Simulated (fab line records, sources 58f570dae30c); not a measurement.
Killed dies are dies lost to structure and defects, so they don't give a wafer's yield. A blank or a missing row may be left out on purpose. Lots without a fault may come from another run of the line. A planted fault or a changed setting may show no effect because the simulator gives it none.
Which tool did it? | flow berkeley_cmos170 | 12 lots, 36 wafers sampled, at 5 steps of a route of 331

WHAT THE GAUGES READ, wafer by wafer
UCB170_M2_CD_MEAS_90: target cd 700 nm.
lot  | measured     | on        | cd_nm (nm)
L208 | day 7 12:08  | cd_sem-02 | 701 690 693
L207 | day 7 12:25  | cd_sem-01 | 705 705 701
L209 | day 8 06:19  | cd_sem-01 | 700 700 694
L210 | day 8 10:02  | cd_sem-02 | 703 705 702
L214 | day 9 03:02  | cd_sem-02 | 704 706 707
L216 | day 9 15:24  | cd_sem-01 | 702 706 700
L222 | day 10 22:43 | cd_sem-02 | 704 705 704
L224 | day 11 02:58 | cd_sem-01 | 695 698 691
L226 | day 11 20:55 | cd_sem-02 | 697 700 697
L227 | day 11 21:19 | cd_sem-02 | 699 700 702
L228 | day 12 03:47 | cd_sem-02 | 698 699 697
L230 | day 12 05:09 | cd_sem-01 | 692 699 697

UCB170_V2_CD_MEAS_90: target cd 700 nm.
lot  | measured     | on        | cd_nm (nm)
L208 | day 7 14:34  | cd_sem-02 | 697.9 698.2 696.9
L207 | day 7 14:48  | cd_sem-02 | 700.0 701.2 702.3
L209 | day 8 08:38  | cd_sem-02 | 701.7 703.5 702.1
L210 | day 8 12:20  | cd_sem-01 | 700.8 701.4 699.1
L214 | day 9 06:23  | cd_sem-01 | 698.7 701.2 701.3
L216 | day 9 18:27  | cd_sem-01 | 700.9 701.0 701.2
L222 | day 11 01:34 | cd_sem-02 | 696.9 697.2 697.1
L224 | day 11 05:14 | cd_sem-01 | 700.3 698.9 700.5
L226 | day 11 23:13 | cd_sem-02 | 701.4 700.7 702.0
L227 | day 12 00:00 | cd_sem-01 | 699.5 698.2 697.3
L228 | day 12 06:12 | cd_sem-02 | 698.1 697.9 698.0
L230 | day 12 07:31 | cd_sem-01 | 699.2 699.4 699.5

UCB170_M3_THK_MEAS_03: measures by xrf.
lot  | measured     | on            | M3_AL_THK (nm)
L208 | day 7 14:57  | film_metro-04 | 902 892 897
L207 | day 7 15:11  | film_metro-02 | 892 891 886
L209 | day 8 09:00  | film_metro-04 | 897 899 898
L210 | day 8 12:43  | film_metro-01 | 926 914 918
L214 | day 9 06:46  | film_metro-01 | 910 912 913
L216 | day 9 18:50  | film_metro-02 | 908 905 900
L222 | day 11 01:56 | film_metro-04 | 904 901 901
L224 | day 11 05:38 | film_metro-04 | 887 894 892
L226 | day 11 23:35 | film_metro-01 | 891 914 911
L227 | day 12 00:23 | film_metro-04 | 903 894 905
L228 | day 12 06:35 | film_metro-01 | 903 913 910
L230 | day 12 07:59 | film_metro-04 | 915 890 899

WHICH TOOL RAN EACH LOT (tool, then ch and the chambers of the sampled wafers, then the start)
lot  | UCB170_V2_ETCH_14                  | UCB170_V2_STRIP_15
L208 | rie_diel-02 ch 1,2,3, day 7 14:17  | plasma_asher-03 ch 0,1, day 7 14:28
L207 | rie_diel-03 ch 0,1,2, day 7 14:31  | plasma_asher-02 ch 1, day 7 14:42
L209 | rie_diel-01 ch 1,2,3, day 8 08:23  | plasma_asher-03 ch 0,1, day 8 08:31
L210 | rie_diel-01 ch 1,2,3, day 8 12:02  | plasma_asher-03 ch 0,1, day 8 12:13
L214 | rie_diel-01 ch 1,2,3, day 9 06:06  | plasma_asher-03 ch 0, day 9 06:17
L216 | rie_diel-01 ch 0,1,3, day 9 18:10  | plasma_asher-02 ch 0,1, day 9 18:21
L222 | rie_diel-02 ch 0,1,3, day 11 01:16 | plasma_asher-02 ch 0,1, day 11 01:28
L224 | rie_diel-02 ch 0,1,2, day 11 04:58 | plasma_asher-01 ch 0,1, day 11 05:08
L226 | rie_diel-03 ch 0,1,3, day 11 22:58 | plasma_asher-02 ch 0,1, day 11 23:05
L227 | rie_diel-02 ch 2,3, day 11 23:43   | plasma_asher-01 ch 0,1, day 11 23:53
L228 | rie_diel-01 ch 0,2, day 12 05:55   | plasma_asher-02 ch 0,1, day 12 06:06
L230 | rie_diel-03 ch 0,1,3, day 12 07:14 | plasma_asher-01 ch 0, day 12 07:25
- UCB170_V2_ETCH_14: etches SiO2 in CHF3/CF4/Ar, stops on Al, target depth 1250 nm, time 291 s.
- UCB170_V2_STRIP_15: strips in O2.

WHAT THE TOOLS THEMSELVES READ (means of the sampled wafers that have a number; where no wafer has one, the mark that the record gives instead)
UCB170_V2_ETCH_14.
lot  | tool        | drypump_motor_current_A (A) | oes_product_au (a.u.) | throttle_valve_pct (%)
L208 | rie_diel-02 | 5.3                         | 0.862                 | 7.02
L207 | rie_diel-03 | 6.1                         | 0.877                 | 7.00
L209 | rie_diel-01 | 5.8                         | 0.888                 | 6.91
L210 | rie_diel-01 | 5.8                         | 0.883                 | 6.91
L214 | rie_diel-01 | 5.8                         | 0.834                 | 6.91
L216 | rie_diel-01 | 5.5                         | 0.831                 | 6.83
L222 | rie_diel-02 | 5.3                         | 0.872                 | 7.01
L224 | rie_diel-02 | 5.3                         | 0.874                 | 6.97
L226 | rie_diel-03 | 6.0                         | 0.868                 | 7.02
L227 | rie_diel-02 | 5.4                         | 0.863                 | 7.01
L228 | rie_diel-01 | 5.7                         | 0.901                 | 6.89
L230 | rie_diel-03 | 6.0                         | 0.873                 | 7.03

UCB170_V2_STRIP_15.
lot  | tool            | drypump_motor_current_A (A) | oes_product_au (a.u.) | strip_time_to_endpoint_s (s)
L208 | plasma_asher-03 | 5.9                         | 0.720                 | 15.43
L207 | plasma_asher-02 | 5.8                         | 0.722                 | 15.28
L209 | plasma_asher-03 | 6.1                         | 0.722                 | 15.18
L210 | plasma_asher-03 | 5.9                         | 0.724                 | 15.41
L214 | plasma_asher-03 | 5.6                         | 0.714                 | 14.54
L216 | plasma_asher-02 | 5.8                         | 0.720                 | 14.63
L222 | plasma_asher-02 | 5.8                         | 0.720                 | 15.32
L224 | plasma_asher-01 | 6.0                         | 0.719                 | 15.40
L226 | plasma_asher-02 | 5.8                         | 0.719                 | 15.33
L227 | plasma_asher-01 | 6.0                         | 0.724                 | 15.49
L228 | plasma_asher-02 | 5.8                         | 0.724                 | 15.33
L230 | plasma_asher-01 | 5.5                         | 0.717                 | 15.30

THE ANSWER, worked out from the rows above alone
Rule: what is usual is taken from the lots themselves. Put in order of their means at a reading, lots are off if they are a third of the lots or fewer, leave a main group of 4 or more, and stand apart from it by a gap of 3 or more times the standard deviation of the main group's means; of several such gaps the widest counts. A main group whose means are all the same, to the digits that the tables above print for the reading, isn't used. A lot without any number at a reading at which 4 lots or more have one is off too. The other lots that the step has rows for count as sound. The gauges are gone through in route order, then the tools' own readings, and for those a lot's mean is taken as printed above. The first step at which some lot is off is used, and at that step the reading that is off furthest; a lot without a number counts as furthest.
Off: L214, L216, at UCB170_V2_STRIP_15 (strip_time_to_endpoint_s). The main group: mean 15.35 s, standard deviation 0.084.
A tool fits if, at that step or a process step before it, it ran every lot that is off, and no sound lot after the first of them. None of those tried fits.

WHAT THE SIMULATOR HAD PUT IN
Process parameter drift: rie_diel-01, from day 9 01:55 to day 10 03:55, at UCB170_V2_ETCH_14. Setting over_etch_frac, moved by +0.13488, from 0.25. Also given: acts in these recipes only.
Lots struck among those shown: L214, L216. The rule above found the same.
